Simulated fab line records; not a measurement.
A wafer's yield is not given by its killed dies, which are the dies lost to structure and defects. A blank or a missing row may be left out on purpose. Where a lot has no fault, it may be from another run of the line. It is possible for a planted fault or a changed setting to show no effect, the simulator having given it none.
What tool caused it? ; flow berkeley_cmos170 ; Sampling: 14 lots, 42 wafers, 2 of 331 route steps

## WHAT EACH GAUGE READ, for each wafer
UCB170_GATE_THK_MEAS_02.
lot;measured;on;GATE_OXIDE_THK (nm)
L753;day 6 12:16;film_metro-01;6.72 6.49 6.57
L754;day 7 11:47;film_metro-03;6.57 6.67 6.54
L755;day 7 11:47;film_metro-02;6.28 6.36 6.44
L756;day 7 20:55;film_metro-02;6.55 6.77 6.54
L757;day 7 20:56;film_metro-03;6.57 6.62 6.70
L758;day 7 20:55;film_metro-01;6.49 6.66 6.50
L759;day 8 15:53;film_metro-03;5.41 5.15 5.35
L760;day 8 15:52;film_metro-02;5.39 5.50 5.25
L762;day 9 14:26;film_metro-01;6.49 6.73 6.69
L768;day 9 14:27;film_metro-03;6.66 6.62 6.66
L772;day 10 18:58;film_metro-01;6.58 6.58 6.56
L774;day 11 15:27;film_metro-01;6.59 6.64 6.54
L775;day 11 15:22;film_metro-01;6.54 6.39 6.50
L776;day 11 15:27;film_metro-02;6.44 6.40 6.50

## TOOL THAT RAN EACH LOT (tool first, then ch and the chambers of the sampled wafers, then the start)
lot;UCB170_GATE_OXIDATION_01
L753;furnace-01 ch 0, day 6 10:45
L754;furnace-01 ch 0, day 7 10:16
L755;furnace-01 ch 0, day 7 10:16
L756;furnace-02 ch 0, day 7 19:25
L757;furnace-02 ch 0, day 7 19:25
L758;furnace-02 ch 0, day 7 19:25
L759;furnace-02 ch 0, day 8 14:22
L760;furnace-02 ch 0, day 8 14:22
L762;furnace-01 ch 0, day 9 12:49
L768;furnace-01 ch 0, day 9 12:49
L772;furnace-01 ch 0, day 10 17:27
L774;furnace-02 ch 0, day 11 13:52
L775;furnace-02 ch 0, day 11 13:52
L776;furnace-02 ch 0, day 11 13:52
- UCB170_GATE_OXIDATION_01: target thk 6.6 nm, ox time 1800 s.

## AS READ BY THE TOOLS THEMSELVES (means over the sampled wafers that have a number; for cases with no such wafer, the mark the record gives instead)
UCB170_GATE_OXIDATION_01.
lot;tool;spike_tc_centre_C (C);spike_tc_load_C (C);spike_tc_source_C (C);tube_center_temp_C (C);tube_center_temp_C_max
L753;furnace-01;851.3;875.6;878;850;852.0
L754;furnace-01;851.2;876.4;877;850;852.4
L755;furnace-01;850.9;875.1;875;850;851.9
L756;furnace-02;853.4;878.9;870;850;852.2
L757;furnace-02;854.0;878.6;870;850;852.0
L758;furnace-02;853.2;879.4;869;850;852.5
L759;furnace-02;839.3;864.5;855;836;837.9
L760;furnace-02;839.2;865.4;855;836;838.2
L762;furnace-01;850.0;876.7;876;850;852.1
L768;furnace-01;850.1;875.9;877;850;852.5
L772;furnace-01;849.9;875.7;877;850;852.1
L774;furnace-02;854.2;877.8;869;850;852.1
L775;furnace-02;853.2;878.1;869;850;851.8
L776;furnace-02;854.1;878.6;869;850;852.3

## THE ANSWER, worked out from the rows above alone
Rule: the usual values come from the lots themselves. Put in order of their means at a reading, lots are off if they are a third of the lots or fewer, leave a main group of 4 or more, and stand apart from it by a gap of 3 or more times the standard deviation of the main group's means; of several such gaps the widest counts. If all means in a main group match to the digits the tables above print for the reading, that group is not used. Also off: a lot with no number at a reading for which 4 or more lots have one. The other lots that the step has rows for count as sound. After the gauges, taken in route order, come the tools' own readings; for these a lot's mean is taken, as printed above. The first step at which some lot is off is used, and at that step the reading that is off furthest; a lot without a number counts as furthest.
Off: L759, L760, seen at UCB170_GATE_THK_MEAS_02 (GATE_OXIDE_THK). Mean 6.56 nm and standard deviation 0.084 in the main group.
A tool fits if, at a process step before that reading, it ran every lot that is off, and no sound lot after the first of them. The gauges at UCB170_GATE_THK_MEAS_02 aren't tried: what is off there is off at UCB170_GATE_OXIDATION_01 too, on other tools, and a gauge's error can't cause that. None of those tried fits.

## WHAT THE SIMULATOR HAD PUT IN
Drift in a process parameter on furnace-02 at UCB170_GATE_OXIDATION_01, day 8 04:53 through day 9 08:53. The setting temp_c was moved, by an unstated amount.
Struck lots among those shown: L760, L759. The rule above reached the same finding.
